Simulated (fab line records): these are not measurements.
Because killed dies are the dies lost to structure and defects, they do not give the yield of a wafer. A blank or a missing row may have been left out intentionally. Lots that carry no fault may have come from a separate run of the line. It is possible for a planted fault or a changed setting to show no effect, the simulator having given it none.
What tool caused it? | flow berkeley cmos170 | 14 lots with 42 wafers sampled at 4 steps, on a route of 331 steps

## WHAT THE GAUGES READ, wafer by wafer
UCB170_PLDD_OVL_MEAS_07. Usual: PLDD_OVL gives -3 nm (standard deviation 4.7).
lot  | measured     | on         | PLDD_OVL (nm) | flag
L787 | day 7 14:22  | overlay-01 | 1 -3 -9       |
L786 | day 7 14:39  | overlay-02 | -6 -15 -6     |
L789 | day 7 23:31  | overlay-02 | -4 4 5        |
L790 | day 8 00:14  | overlay-01 | -3 2 -4       |
L788 | day 8 00:31  | overlay-02 | -1 -6 -6      |
L793 | day 8 23:05  | overlay-01 | -1 1 1        |
L795 | day 8 23:23  | overlay-01 | 1 0 1         |
L800 | day 10 15:27 | overlay-02 | -14 -15 -7    |
L805 | day 11 06:23 | overlay-02 | 2 -2 -1       |
L803 | day 11 06:40 | overlay-02 | -5 -3 -2      |
L806 | day 11 22:07 | overlay-02 | -10 -5 -4     |
L808 | day 11 22:25 | overlay-01 | -5 -3 -2      |
L807 | day 11 23:00 | overlay-02 | -9 -6 -6      |
L809 | day 12 08:55 | overlay-01 | 1 -4 3        |

UCB170_NSD_CD_MEAS_06 targets a cd of 1200 nm. Usual: cd nm reads 1199.9 nm (standard deviation 1.3).
lot  | measured     | on        | cd nm (nm)           | flag
L787 | day 8 05:52  | cd sem-01 | 1201.6 1201.9 1201.9 |
L786 | day 8 07:01  | cd sem-01 | 1199.1 1199.1 1198.5 |
L789 | day 8 16:55  | cd sem-02 | 1199.1 1201.0 1199.3 |
L790 | day 8 16:48  | cd sem-02 | 1199.1 1199.6 1198.7 |
L788 | day 8 17:18  | cd sem-02 | 1199.1 1199.6 1198.7 |
L793 | day 9 14:41  | cd sem-02 | 1198.2 1196.2 1196.9 |
L795 | day 9 14:48  | cd sem-02 | 1202.5 1202.6 1199.8 |
L800 | day 11 06:27 | cd sem-02 | 1200.4 1198.7 1199.9 |
L805 | day 11 22:11 | cd sem-02 | 1200.1 1200.9 1201.1 |
L803 | day 11 22:09 | cd sem-01 | 1201.9 1199.3 1201.5 |
L806 | day 12 10:43 | cd sem-01 | 1198.7 1199.5 1199.8 |
L808 | day 12 11:02 | cd sem-01 | 1199.2 1200.7 1201.3 |
L807 | day 12 11:22 | cd sem-02 | 1201.0 1201.3 1201.3 |
L809 | day 12 23:14 | cd sem-02 | 1201.1 1201.6 1201.5 |

## EACH LOT AND THE TOOL THAT RAN IT (in order: tool; ch and the chambers of the sampled wafers; start)
lot  | UCB170_PLDD_IMPLANT_08          | UCB170_PLDD_STRIP_10
L787 | implanter-02 ch 0, day 7 14:25  | plasma asher-03 ch 0,1, day 7 14:43
L786 | implanter-03 ch 0, day 7 14:43  | plasma asher-04 ch 0,1, day 7 14:59
L789 | implanter-02 ch 0, day 7 23:33  | plasma asher-04 ch 0,1, day 7 23:51
L790 | implanter-03 ch 0, day 8 00:16  | plasma asher-04 ch 0, day 8 00:34
L788 | implanter-02 ch 0, day 8 00:34  | plasma asher-03 ch 0,1, day 8 00:51
L793 | implanter-02 ch 0, day 8 23:08  | plasma asher-04 ch 0,1, day 8 23:25
L795 | implanter-03 ch 0, day 8 23:26  | plasma asher-04 ch 0,1, day 8 23:43
L800 | implanter-04 ch 0, day 10 15:29 | plasma asher-03 ch 0,1, day 10 15:47
L805 | implanter-03 ch 0, day 11 06:28 | plasma asher-03 ch 0,1, day 11 06:45
L803 | implanter-02 ch 0, day 11 06:44 | plasma asher-03 ch 0,1, day 11 07:01
L806 | implanter-03 ch 0, day 11 22:10 | plasma asher-03 ch 1, day 11 22:26
L808 | implanter-04 ch 0, day 11 22:30 | plasma asher-03 ch 0,1, day 11 22:46
L807 | implanter-03 ch 0, day 11 23:03 | plasma asher-03 ch 0,1, day 11 23:20
L809 | implanter-03 ch 0, day 12 08:57 | plasma asher-02 ch 0,1, day 12 09:15
- UCB170_PLDD_IMPLANT_08
- UCB170_PLDD_STRIP_10: strips in O2.

## AS READ BY THE TOOLS THEMSELVES (means over the sampled wafers that have a number; for cases with no such wafer, the mark the record gives instead)
UCB170_PLDD_IMPLANT_08. Usual: rotation deg 0.002 degrees, standard deviation 0.018.
lot  | tool         | rotation deg (degrees) | flag
L787 | implanter-02 | -0.016                 |
L786 | implanter-03 | 0.001                  |
L789 | implanter-02 | 0.024                  |
L790 | implanter-03 | -0.004                 |
L788 | implanter-02 | 90.019                 | OFF
L793 | implanter-02 | 90.001                 | OFF
L795 | implanter-03 | 0.022                  |
L800 | implanter-04 | 0.015                  |
L805 | implanter-03 | 0.000                  |
L803 | implanter-02 | 0.006                  |
L806 | implanter-03 | 0.006                  |
L808 | implanter-04 | 0.007                  |
L807 | implanter-03 | -0.024                 |
L809 | implanter-03 | 0.002                  |

UCB170_PLDD_STRIP_10. Usual: drypump motor current A 6.0 A, standard deviation 0.52; oes product au 0.735 a.u., standard deviation 0.0047; strip time to endpoint s 21.33 s, standard deviation 0.076.
lot  | tool            | drypump motor current A (A) | oes product au (a.u.) | strip time to endpoint s (s) | flag
L787 | plasma asher-03 | 6.7                         | 0.735                 | 21.26                        |
L786 | plasma asher-04 | 5.6                         | 0.736                 | 21.27                        |
L789 | plasma asher-04 | 6.0                         | 0.736                 | 21.27                        |
L790 | plasma asher-04 | 6.2                         | 0.734                 | 21.36                        |
L788 | plasma asher-03 | 6.7                         | 0.737                 | 21.27                        |
L793 | plasma asher-04 | 5.6                         | 0.737                 | 21.34                        |
L795 | plasma asher-04 | 5.6                         | 0.735                 | 21.41                        |
L800 | plasma asher-03 | 6.6                         | 0.732                 | 21.38                        |
L805 | plasma asher-03 | 6.7                         | 0.736                 | 21.27                        |
L803 | plasma asher-03 | 6.7                         | 0.732                 | 21.23                        |
L806 | plasma asher-03 | 6.4                         | 0.738                 | 21.29                        |
L808 | plasma asher-03 | 6.5                         | 0.736                 | 21.38                        |
L807 | plasma asher-03 | 6.7                         | 0.734                 | 21.30                        |
L809 | plasma asher-02 | 5.6                         | 0.738                 | 21.43                        |

## THE ANSWER, worked out from the rows above alone
Rule: take the mean of a lot's wafers that have a number; if it is more than 3 standard deviations from the usual mean, the lot is off. Also off: a lot with no number at a reading for which 4 or more lots have one. The other lots that the step has rows for count as sound. The gauges are gone through in route order, then the tools' own readings, and for those a lot's mean is taken as printed above. At the first step where some lot is off, the reading lying furthest off is the one used; lots without a number count as furthest.
Off: L788, L793, at UCB170_PLDD_IMPLANT_08 (rotation deg).
A tool fits if, at that step or a process step before it, it ran every lot that is off, and no sound lot after the first of them. None of those tried fits.

## WHAT THE SIMULATOR PUT IN
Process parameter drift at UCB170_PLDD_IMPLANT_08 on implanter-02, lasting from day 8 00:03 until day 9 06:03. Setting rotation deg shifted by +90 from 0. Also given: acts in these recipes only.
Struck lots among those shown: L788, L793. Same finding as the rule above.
